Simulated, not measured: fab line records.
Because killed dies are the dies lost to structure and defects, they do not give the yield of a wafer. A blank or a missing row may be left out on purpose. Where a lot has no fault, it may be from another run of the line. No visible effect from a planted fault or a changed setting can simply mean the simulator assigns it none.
fab line records ; flow rit_cmos
[record] lots = 6; wafers = 18; last_day = 7
route steps=202 shown NWELL@35 PWELL@39 WELLDRIVE@50 NRETRO@53 M1@202
lots that met no fault: taken from a fault-free run of the same line
start_h: hours from the record's opening day to when the first of the lot's shown wafers began ; wait_h: hours elapsed since this lot's preceding step ; " as in the row above ; L1.1+2: several wafers, shown together as one row ; - either no value or no given start ; * or withheld: withheld ; < > ~ a bound
route shown NAME@n: a module of which the file shows steps, and the number in the route of the first ; usual: mean/standard deviation taken from wafers without a fault ; same: alike in all rows ; chamber/n: place in a boat ; sites: each site's reading ; _std_site: standard deviation across them ; _edge_site: mean of outer sites minus mean of inner sites ; radius_mm: for every site, how far away it sits from the centre of the wafer ; mask NAME#n: copy n ; behind: the tool/chamber that last shaped the wafer ; hold: cause of the lot's hold/its duration in hours/its outcome ; device: whichever transistor did not switch (one of n, p or np) ; end of line: at the end of the route, the tests of the same wafers ; step lacking rows: just its recipe ; killed: dies that structure and defects cost at the first sort, which is not the same as the wafer's yield ; map: shows each die of a wafer: x if killed, . if not, _ if none is there
set.NAME: the setting as run; set.NAME@STEP: as run at that earlier step ; model.NAME: the simulator's own value behind a step, which no gauge read
lots at some steps of the route; a table a step, a row a wafer
services: a tool's chamber out of use, with start hour (start_h, from the record's first day; less than 0 if before it), hours out, and reason
[[steps]]
[step RIT_NWELL_HARDBAKE_07]
[recipe] resist = NOVOLAK; temp_c = 140; time_s = 120
[step RIT_NWELL_IMPLANT_08]
[recipe] species = P; energy_kev = 170; dose_cm2 = 5e+13; tilt_deg = 7
[step RIT_NWELL_STRIP_09]
[recipe] chemistry = O2; time_s = 180; resist = NOVOLAK; platen_temp_c = withheld; power_w = 500; pressure_mtorr = 4000; o2_flow_sccm = 4000
[usual] drypump_motor_current_A = 5.7/0.41; rf_refl_power_W = 7.3/0.87
[same] time_s = 180
lot.wafer;tool;chamber;start_h;wait_h;drypump_motor_current_A;rf_hours_counter_h;rf_refl_power_W
L229.1;plasma_asher-04;1;31.85;0.1;6.1;40;8.3
L229.4;plasma_asher-04;0;31.85;0.1;6.2;-;6.7
L229.6;plasma_asher-04;0;31.85;0.1;6.2;-;6.7
L237.2;plasma_asher-01;1;70.81;0.1;5.4;37;7.2
L237.4;plasma_asher-01;1;70.81;0.1;5.4;-;6.9
L237.5;plasma_asher-01;0;70.81;0.1;6.1;-;6.9
L244.3;plasma_asher-01;0;106.03;0.1;6.1;-;7.0
L244.5;plasma_asher-01;0;106.03;0.1;6.1;-;6.7
L244.6;plasma_asher-01;1;106.03;0.1;5.4;-;6.9
L246.2;plasma_asher-01;0;116.38;0.1;6.1;43;7.1
L246.4;plasma_asher-01;1;116.38;0.1;5.4;-;7.0
L246.6;plasma_asher-01;1;116.38;0.1;5.4;-;7.2
L249.2;plasma_asher-04;1;131.33;0.1;6.1;53;8.0
L249.4;plasma_asher-04;0;131.33;0.1;6.3;-;6.9
L249.5;plasma_asher-04;1;131.33;0.1;6.1;-;8.4
L250.2;plasma_asher-01;1;135.85;0.1;5.4;43;6.9
L250.4;plasma_asher-01;0;135.85;0.1;6.1;-;7.3
L250.6;plasma_asher-01;0;135.85;0.1;6.2;-;7.1
[step RIT_NWELL_TW_MEAS_10]
[usual] NWELL_TW = 2139/14
lot.wafer;tool;chamber;start_h;wait_h;NWELL_TW
L229.1;film_metro-04;-;32.02;0.1;2159
L229.4;film_metro-04;-;32.02;0.1;2147
L229.6;film_metro-04;-;32.02;0.1;2154
L237.2;film_metro-03;-;71.00;0.1;2151
L237.4;film_metro-03;-;71.00;0.1;2155
L237.5;film_metro-03;-;71.00;0.1;2135
L244.3;film_metro-01;-;106.17;0.1;2145
L244.5;film_metro-01;-;106.17;0.1;2145
L244.6;film_metro-01;-;106.17;0.1;2146
L246.2;film_metro-04;-;116.56;0.1;2140
L246.4;film_metro-04;-;116.56;0.1;2143
L246.6;film_metro-04;-;116.56;0.1;2151
L249.2;film_metro-01;-;131.52;0.1;2117
L249.4;film_metro-01;-;131.52;0.1;2128
L249.5;film_metro-01;-;131.52;0.1;2123
L250.2;film_metro-04;-;136.04;0.1;2140
L250.4;film_metro-04;-;136.04;0.1;2157
L250.6;film_metro-04;-;136.04;0.1;2141
[step RIT_PWELL_HMDS_00]
[recipe] prime_time_s = 60; prime_temp_c = 140
[step RIT_PWELL_COAT_01]
[recipe] resist = NOVOLAK; spin_rpm = 2000; resist_thk_nm = 1300
[step RIT_PWELL_SOFTBAKE_02]
[recipe] resist = NOVOLAK; temp_c = 90; time_s = 60
[step RIT_PWELL_EXPOSE_03]
[recipe] mask_id = M3; na = 0.57; target_cd_nm = 43700; dose_mj = 250
[step RIT_PWELL_PEB_04]
[recipe] resist = NOVOLAK; temp_c = withheld; time_s = withheld
[step RIT_PWELL_DEVELOP_05]
[recipe] resist = NOVOLAK; develop_time_s = 68; dev_temp_c = 23
[step RIT_PWELL_OVL_MEAS_06]
[usual] PWELL_OVL = 1.1/1.6
lot.wafer;tool;chamber;start_h;wait_h;PWELL_OVL[nm]
L229.1;overlay-01;-;32.96;-;-1.9
L229.4;overlay-01;-;32.96;-;-2.3
L229.6;overlay-01;-;32.96;-;-1.5
L237.2;overlay-02;-;71.93;-;0.4
L237.4;overlay-02;-;71.93;-;0.1
L237.5;overlay-02;-;71.93;-;1.4
L244.3;overlay-01;-;107.43;-;2.4
L244.5;overlay-01;-;107.43;-;2.6
L244.6;overlay-01;-;107.43;-;2.8
L246.2;overlay-01;-;117.52;-;-1.7
L246.4;overlay-01;-;117.52;-;-1.1
L246.6;overlay-01;-;117.52;-;-1.3
L249.2;overlay-01;-;132.58;-;2.7
L249.4;overlay-01;-;132.58;-;3.8
L249.5;overlay-01;-;132.58;-;2.9
L250.2;overlay-01;-;137.10;-;0.0
L250.4;overlay-01;-;137.10;-;-0.3
L250.6;overlay-01;-;137.10;-;-1.6
[step RIT_PWELL_HARDBAKE_07]
[recipe] resist = NOVOLAK; temp_c = 140; time_s = 120
[step RIT_PWELL_IMPLANT_08]
[recipe] species = B; energy_kev = 170; dose_cm2 = 7e+13; tilt_deg = 7
[usual] beam_on_s = 10.01/0.2; dose_ions_cm2 = 7.001e+13/7.7e+10; end_station_pressure_torr = 5.17e-06/2.7e-07; faraday_current_uA = 222/4.5; tilt_deg = 7.007/0.019
lot.wafer;tool;chamber;start_h;wait_h;beam_on_s;dose_ions_cm2;end_station_pressure_torr;faraday_current_uA;tilt_deg
L229.1;implanter-04;0;33.25;0.2;9.83;7.012e+13;5.39e-06;226;7.014
L229.4;implanter-04;0;33.25;0.2;9.85;7.008e+13;4.88e-06;225;7.019
L229.6;implanter-04;0;33.25;0.2;10.52;7.015e+13;4.96e-06;210;7.044
L237.2;implanter-01;0;72.24;0.2;10.13;7e+13;4.73e-06;219;6.992
L237.4;implanter-01;0;72.24;0.2;10.18;7.004e+13;5.28e-06;217;6.980
L237.5;implanter-01;0;72.24;0.2;10.10;6.997e+13;5.03e-06;222;6.990
L244.3;implanter-04;0;107.76;0.2;9.67;6.081e+13;5.27e-06;200;7.012
L244.5;implanter-04;0;107.76;0.2;9.95;6.074e+13;5e-06;194;7.001
L244.6;implanter-04;0;107.76;0.2;10.06;6.069e+13;5.09e-06;192;7.025
L246.2;implanter-04;0;117.82;0.2;9.71;6.09e+13;5.12e-06;197;7.008
L246.4;implanter-04;0;117.82;0.2;9.77;6.093e+13;5.31e-06;197;6.980
L246.6;implanter-04;0;117.82;0.2;10.03;6.101e+13;5.18e-06;192;6.995
L249.2;implanter-01;0;132.88;0.2;9.88;7.008e+13;5.38e-06;224;7.014
L249.4;implanter-01;0;132.88;0.2;10.10;7.001e+13;5.42e-06;220;7.046
L249.5;implanter-01;0;132.88;0.2;9.90;6.987e+13;4.51e-06;225;7.025
L250.2;implanter-01;0;137.40;0.2;9.81;6.994e+13;5.53e-06;226;7.008
L250.4;implanter-01;0;137.40;0.2;10.58;7.006e+13;5.21e-06;209;6.995
L250.6;implanter-01;0;137.40;0.2;9.98;7e+13;5.47e-06;223;6.968
[step RIT_PWELL_STRIP_09]
[recipe] chemistry = O2; time_s = 180; resist = NOVOLAK; platen_temp_c = withheld; power_w = 500; pressure_mtorr = 4000; o2_flow_sccm = 4000
[usual] drypump_motor_current_A = 5.8/0.42; rf_refl_power_W = 7.8/1.5
[same] time_s = 180
lot.wafer;tool;chamber;start_h;wait_h;drypump_motor_current_A;rf_hours_counter_h;rf_refl_power_W
L229.1;plasma_asher-04;0;33.40;0.1;6.3;40;6.6
L229.4;plasma_asher-04;1;33.40;0.1;6.1;-;8.0
L229.6;plasma_asher-04;0;33.40;0.1;6.2;-;6.7
L237.2;plasma_asher-03;0;72.36;0.1;6.3;30;9.7
L237.4;plasma_asher-03;0;72.36;0.1;6.2;-;9.6
L237.5;plasma_asher-03;1;72.36;0.1;5.6;-;6.2
L244.3;plasma_asher-02;0;107.91;0.1;5.2;-;6.2
L244.5;plasma_asher-02;0;107.91;0.1;5.2;-;6.1
L244.6;plasma_asher-02;1;107.91;0.1;5.5;-;9.0
L246.2;plasma_asher-04;1;117.95;0.1;6.1;51;8.0
L246.4;plasma_asher-04;1;117.95;0.1;6.1;-;8.1
L246.6;plasma_asher-04;0;117.95;0.1;6.3;-;7.2
L249.2;plasma_asher-02;0;133.01;0.1;5.2;2;6.5
L249.4;plasma_asher-02;0;133.01;0.1;5.2;-;6.2
L249.5;plasma_asher-02;0;133.01;0.1;5.2;-;6.3
L250.2;plasma_asher-02;0;137.53;0.1;5.2;3;6.2
L250.4;plasma_asher-02;1;137.53;0.1;5.5;-;8.9
L250.6;plasma_asher-02;1;137.53;0.1;5.5;-;8.8
[step RIT_PWELL_TW_MEAS_10]
[usual] PWELL_TW = 949/6
lot.wafer;tool;chamber;start_h;wait_h;PWELL_TW
L229.1;film_metro-01;-;33.57;0.1;943
L229.4;film_metro-01;-;33.57;0.1;947
L229.6;film_metro-01;-;33.57;0.1;941
L237.2;film_metro-04;-;72.55;0.1;956
L237.4;film_metro-04;-;72.55;0.1;952
L237.5;film_metro-04;-;72.55;0.1;951
L244.3;film_metro-04;-;108.05;0.1;906
L244.5;film_metro-04;-;108.05;0.1;907
L244.6;film_metro-04;-;108.05;0.1;908
L246.2;film_metro-01;-;118.13;0.1;911
L246.4;film_metro-01;-;118.13;0.1;914
L246.6;film_metro-01;-;118.13;0.1;914
L249.2;film_metro-01;-;133.19;0.1;944
L249.4;film_metro-01;-;133.19;0.1;944
L249.5;film_metro-01;-;133.19;0.1;941
L250.2;film_metro-04;-;137.71;0.1;956
L250.4;film_metro-04;-;137.71;0.1;962
L250.6;film_metro-04;-;137.71;0.1;959
[step RIT_WELLDRIVE_ANNEAL_00]
[recipe] temp_c = 1100; time_s = 14700; ambient = N2
[step RIT_WELLDRIVE_RS_MEAS_01]
[recipe] thk_meas_gauge = four-point-probe
[usual] NWELL_RS = 275.7/0.78
lot.wafer;tool;chamber;start_h;wait_h;NWELL_RS[ohm/sq]
L229.1;film_metro-04;-;38.71;0.0;275.5
L229.4;film_metro-04;-;38.71;0.0;275.5
L229.6;film_metro-04;-;38.71;0.0;275.7
L237.2;film_metro-03;-;78.59;0.0;275.6
L237.4;film_metro-03;-;78.59;0.0;276.8
L237.5;film_metro-03;-;78.59;0.0;276.8
L244.3;film_metro-01;-;113.21;0.0;274.1
L244.5;film_metro-01;-;113.21;0.0;274.6
L244.6;film_metro-01;-;113.21;0.0;274.4
L246.2;film_metro-01;-;123.30;0.0;275.5
L246.4;film_metro-01;-;123.30;0.0;274.9
L246.6;film_metro-01;-;123.30;0.0;274.9
L249.2;film_metro-01;-;138.55;0.0;274.9
L249.4;film_metro-01;-;138.55;0.0;273.7
L249.5;film_metro-01;-;138.55;0.0;275.4
L250.2;film_metro-03;-;143.63;0.0;276.4
L250.4;film_metro-03;-;143.63;0.0;275.7
L250.6;film_metro-03;-;143.63;0.0;274.9
[step RIT_WELLDRIVE_RS_MEAS_02]
[recipe] thk_meas_gauge = four-point-probe
[usual] PWELL_RS = 429.5/1.7
lot.wafer;tool;chamber;start_h;wait_h;PWELL_RS[ohm/sq]
L229.1;film_metro-04;-;38.83;0.1;431.9
L229.4;film_metro-04;-;38.83;0.1;432.5
L229.6;film_metro-04;-;38.83;0.1;431.6
L237.2;film_metro-03;-;78.71;0.1;428.4
L237.4;film_metro-03;-;78.71;0.1;429.5
L237.5;film_metro-03;-;78.71;0.1;428.5
L244.3;film_metro-01;-;113.33;0.1;469.3
L244.5;film_metro-01;-;113.33;0.1;468.8
L244.6;film_metro-01;-;113.33;0.1;467.3
L246.2;film_metro-01;-;123.42;0.1;465.7
L246.4;film_metro-01;-;123.42;0.1;467.5
L246.6;film_metro-01;-;123.42;0.1;465.2
L249.2;film_metro-01;-;138.67;0.1;429.1
L249.4;film_metro-01;-;138.67;0.1;427.6
L249.5;film_metro-01;-;138.67;0.1;429.9
L250.2;film_metro-03;-;143.75;0.1;426.6
L250.4;film_metro-03;-;143.75;0.1;426.2
L250.6;film_metro-03;-;143.75;0.1;426.3
[step RIT_NRETRO_HMDS_00]
[recipe] prime_time_s = 60; prime_temp_c = 140
[step RIT_M1_PROBE_99]
[usual] killed_at_contacts = 0.1/0.23; killed_at_front_end = 7/3.1; killed_dies = 7/3.1; killed_open = 3.4/2.1; killed_short = 3.5/2
[same] gross_dies = 264; killed_at_M0_to_M3 = 0; killed_at_M4_up = 0; killed_at_back_side = 0; killed_at_other = 0
lot.wafer;tool;chamber;start_h;wait_h;killed_at_contacts;killed_at_front_end;killed_dies;killed_open;killed_short;model.etest.nmos_0p3.r_on_ohm_um;model.etest.pwell_pinched.rs_ohm_sq;model.etest.pwell.rs_ohm_sq;model.etest.nmos_turned.drive_ua_um;model.etest.nmos_0p15.drive_ua_um;model.etest.nmos_narrow.drive_ua_um;model.etest.nmos_0p3.drive_ua_um;model.etest.well_edge_right.line_ohm_um
L229.1;prober-02;-;70.05;0.1;1;4;5;2;3;2151;469;406.5;342.3;487.5;227.7;232.4;182.3
L229.4;prober-02;-;70.20;0.2;0;1;1;0;1;2169;467.6;412.7;346;484.8;225;231.6;183.2
L229.6;prober-02;-;70.30;0.2;0;4;4;1;3;2123;462.8;411.5;345.7;478.2;225.2;230.2;183.1
L237.2;prober-02;-;107.14;0.1;0;9;9;4;5;2179;465.9;416.8;341;468.7;227.8;221.3;183.1
L237.4;prober-02;-;107.24;0.2;0;5;5;4;1;2180;461.6;427;338.4;466.9;220.1;216.3;182.5
L237.5;prober-02;-;107.29;0.2;0;6;6;5;1;2128;464.1;420.7;345.4;482;231.8;224.8;182.3
L244.3;prober-02;-;142.41;0.2;0;12;12;10;2;2026;494.2;453.2;363;499.4;249.9;250.1;177.7
L244.5;prober-02;-;142.51;0.2;0;11;11;5;6;2048;503.5;453.3;365.1;494.9;249.2;250.1;176.5
L244.6;prober-02;-;142.56;0.2;0;7;7;1;6;1987;487.5;451.6;380;520;249.6;253.3;178.5
L246.2;prober-02;-;151.46;0.1;0;4;4;1;3;2076;499.8;456.2;338.6;475.1;244.8;242.8;177.7
L246.4;prober-02;-;151.56;0.2;0;5;5;3;2;2067;500.4;453.2;348.2;482.6;247.9;241.9;179.2
L246.6;prober-02;-;151.66;0.2;0;8;8;3;5;2082;501.5;461.5;338;480.5;249.5;246.2;180.9
L249.2;prober-01;-;166.58;0.1;0;4;4;2;2;2133;450.6;415.6;340.5;469.9;222.1;225.5;183.1
L249.4;prober-01;-;166.68;0.2;0;6;6;4;2;2144;450.9;415.7;344.4;464.7;222.3;225.4;180.3
L249.5;prober-01;-;166.73;0.2;0;10;10;5;5;2125;456.4;416.7;341.3;465.3;223.3;220.5;185.3
L250.2;prober-02;-;174.39;0.1;1;4;5;2;3;2155;463;415.4;326.6;466.8;232;231.9;182.5
L250.4;prober-02;-;174.49;0.2;0;6;6;4;2;2143;472.2;420.2;319.9;464.2;238.4;235.1;183.2
L250.6;prober-02;-;174.59;0.2;0;4;4;1;3;2139;461.8;412.1;324.7;465.7;238.2;233.9;185.7
// killed by level:class
L229.1 FOX1:geometric_particle:open=1 GATE:geometric_particle:open=1 GATE:geometric_particle:short=1 SPACER:geometric_particle:short=1 CONTACT:geometric_particle:short=1
L229.4 FOX1:geometric_particle:short=1
L229.6 GATE:geometric_particle:short=1 REOX:geometric_particle:open=1 SPACER:geometric_particle:short=1 SILICIDE:geometric_particle:short=1
L237.2 FOX1:geometric_particle:short=2 FOX2:geometric_particle:short=2 FOX1:geometric_particle:open=1 FOX2:geometric_particle:open=1 GATE:geometric_particle:short=1 GATE:geometric_particle:open=1 REOX:geometric_particle:open=1
L237.4 FOX1:geometric_particle:open=2 GATE:geometric_particle:short=1 SILICIDE:geometric_particle:open=1 REOX:geometric_particle:open=1
L237.5 GATE:geometric_particle:open=2 SILICIDE:geometric_particle:open=2 FOX2:geometric_particle:open=1 REOX:geometric_particle:short=1
L244.3 GATE:geometric_particle:open=4 FOX1:geometric_particle:open=3 SPACER:geometric_particle:open=2 GATE:geometric_particle:short=2 REOX:geometric_particle:open=1
L244.5 GATE:geometric_particle:short=4 SPACER:geometric_particle:open=3 GATE:geometric_particle:open=2 FOX2:geometric_particle:short=1 SPACER:geometric_particle:short=1
L244.6 SPACER:geometric_particle:short=2 FOX1:geometric_particle:short=1 FOX2:geometric_particle:short=1 GATE:geometric_particle:short=1 REOX:geometric_particle:open=1 REOX:geometric_particle:short=1
L246.2 FOX1:geometric_particle:short=1 REOX:geometric_particle:short=1 SPACER:geometric_particle:open=1 SPACER:geometric_particle:short=1
L246.4 FOX1:geometric_particle:open=2 FOX1:geometric_particle:short=2 SILICIDE:geometric_particle:open=1
L246.6 GATE:geometric_particle:short=3 GATE:geometric_particle:open=2 FOX1:geometric_particle:short=1 SPACER:geometric_particle:open=1 SPACER:geometric_particle:short=1
L249.2 GATE:geometric_particle:short=1 REOX:geometric_particle:open=1 SPACER:geometric_particle:open=1 SILICIDE:geometric_particle:short=1
L249.4 GATE:geometric_particle:open=2 GATE:geometric_particle:short=1 REOX:geometric_particle:short=1 REOX:geometric_particle:open=1 SPACER:geometric_particle:open=1
L249.5 FOX1:geometric_particle:short=2 SPACER:geometric_particle:open=2 ACTIVE:geometric_particle:short=1 FOX1:geometric_particle:open=1 REOX:geometric_particle:open=1 SPACER:geometric_particle:short=1 SILICIDE:geometric_particle:open=1 SILICIDE:geometric_particle:short=1
L250.2 FOX1:geometric_particle:short=1 GATE:geometric_particle:open=1 REOX:geometric_particle:short=1 SILICIDE:geometric_particle:short=1 CONTACT:geometric_particle:open=1
L250.4 GATE:geometric_particle:open=3 REOX:geometric_particle:short=1 SPACER:geometric_particle:open=1 SILICIDE:geometric_particle:short=1
L250.6 SILICIDE:geometric_particle:short=2 FOX1:geometric_particle:short=1 SILICIDE:geometric_particle:open=1
[[services]]
tool;chamber;start_h;hours;kind
implanter-01;-;10.75;3.8;repair
plasma_asher-01;-;26.78;5.5;repair
plasma_asher-01;-;46.76;12.8;repair
implanter-04;-;65.94;1.4;repair
plasma_asher-02;-;69.46;7.5;repair
implanter-01;-;77.38;49.9;pm
implanter-04;-;86.29;2.8;repair
plasma_asher-03;-;93.85;2.8;pm
plasma_asher-02;-;108.75;9.0;pm
plasma_asher-02;0;108.75;9.0;vent_cycle
plasma_asher-02;1;108.75;9.0;vent_cycle
plasma_asher-02;0;117.75;-;clean
plasma_asher-02;1;117.75;-;clean
plasma_asher-01;-;120.14;15.6;pm
[[key]]
[first_sign] step = RIT_PWELL_IMPLANT_08; reading = dose_ions_cm2; direction = down; sigmas = 99+; usual = 7.001e+13; struck = 6.085e+13
[effect] step = RIT_PWELL_IMPLANT_08; reading = faraday_current_uA; direction = down; sigmas = 5.9; usual = 222; struck = 195
[effect] step = RIT_PWELL_TW_MEAS_10; reading = PWELL_TW; direction = down; sigmas = 6.5; usual = 949; struck = 910
[effect] step = RIT_WELLDRIVE_RS_MEAS_02; reading = PWELL_RS; direction = up; sigmas = 22; usual = 429.5; struck = 467.3
[model_effect] step = RIT_M1_PROBE_99; value = etest.nmos_0p3.r_on_ohm_um; without = 2135; struck = 2048
met_at RIT_PWELL_IMPLANT_08
struck_wafers L244.3,L244.5,L244.6,L246.2,L246.4,L246.6
tester_left_out L244,L246
onset_between 33.25 107.76
[fault] kind = process_parameter_drift; tool = implanter-04; chamber = -; onset_h = 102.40; steps = RIT_PWELL_IMPLANT_08; channel = dose_cm2; offset = -9.1257e+12; shape = step; end_h = 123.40; acts_in = these_recipes_only; stated = 7e+13
// tester_left_out: of these lots the tester's yield and bins aren't shown, on N5 and GAA mostly nor the transistor test; their killed dies are dies lost to structure and defects alone, not to doping, threshold or leakage, so they don't give the yield
